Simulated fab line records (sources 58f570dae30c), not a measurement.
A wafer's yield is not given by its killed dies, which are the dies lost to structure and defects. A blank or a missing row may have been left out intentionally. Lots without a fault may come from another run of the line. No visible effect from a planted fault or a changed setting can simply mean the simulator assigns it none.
2 desks looking at one fault    flow berkeleyCmos170    numbers are kept per desk, each desk with only its own; the story behind them comes last

== FROM THE METROLOGY DESK ==
Means of the sampled wafers that have a number, per lot and without regard to the tool the lot ran on: this is what the gauges read. If a lot's mean is further than 4 standard deviations from the usual mean, the lot is out of limits and carries the mark OUT (the distance appears in the brackets).
Columns: A = cdNm at UCB170_ACTIVE_CD_MEAS_13, usual 1200.0 nm; B = GATE_OXIDE_THK at UCB170_GATE_THK_MEAS_02, usual 6.62 nm; C = cdNm at UCB170_GATE_CD_MEAS_12, usual 349.9 nm
lot   first seen here  A       B     C
L456  day 4 01:16      1200.4  6.47  350.6
L457  day 4 12:28      1201.5  6.60  346.6
L458  day 4 12:49      1200.3  6.41  351.1
L460  day 5 04:53      1199.5  6.61  348.9
L461  day 5 11:16      1200.1  6.72  349.3
L463  day 5 18:01      1199.6  6.57  348.6
L464  day 6 06:44      1198.4  6.62  350.3
L468  day 6 14:08      1201.7  6.76  350.8
L466  day 6 14:23      1198.3  6.78  350.4
L467  day 6 14:23      1196.4  6.47  348.2
L476  day 8 08:56      1202.4  6.72  349.5
L477  day 8 19:07      1199.9  6.65  349.1
L479  day 9 01:17      1202.1  6.77  351.0
L478  day 9 01:32      1200.6  6.80  352.0
This desk found nothing out of limits on any of the 14 lots.

== DESK OF THE TOOL OWNER: krfScanner-01 ==
The tool's own readings at UCB170_PFIELD_EXPOSE_03 (exposes mask PFIELD, target cd 1500 nm): means of the sampled wafers that have a number, for each lot that ran on this tool. If a lot's mean is further than 4 standard deviations from the usual mean, the lot is out of limits and carries the mark OUT (the distance appears in the brackets).
Columns: A = exposureDoseMJCm2 at UCB170_PFIELD_EXPOSE_03, usual 30.00; B = focusOffsetNm at UCB170_PFIELD_EXPOSE_03, usual 0.0 nm; C = reticleTempC at UCB170_PFIELD_EXPOSE_03, usual 23.01 C
lot   first seen here  A      B     C
L457  day 4 13:56      29.99  0.0   23.09
L458  day 4 14:16      30.01  0.4   23.01
L460  day 5 10:36      29.96  -0.3  23.00
L463  day 5 19:27      29.98  -0.0  22.91
L477  day 8 20:48      30.00  -0.6  23.02
L478  day 9 02:45      30.00  0.1   23.06
This desk found nothing out of limits on any of the 6 lots.

== PUT TOGETHER ==
Metrology desk: nothing out of limits seen.
The tool owner's desk saw nothing out of limits.

== WHAT HAD BEEN PUT IN BY THE SIMULATOR ==
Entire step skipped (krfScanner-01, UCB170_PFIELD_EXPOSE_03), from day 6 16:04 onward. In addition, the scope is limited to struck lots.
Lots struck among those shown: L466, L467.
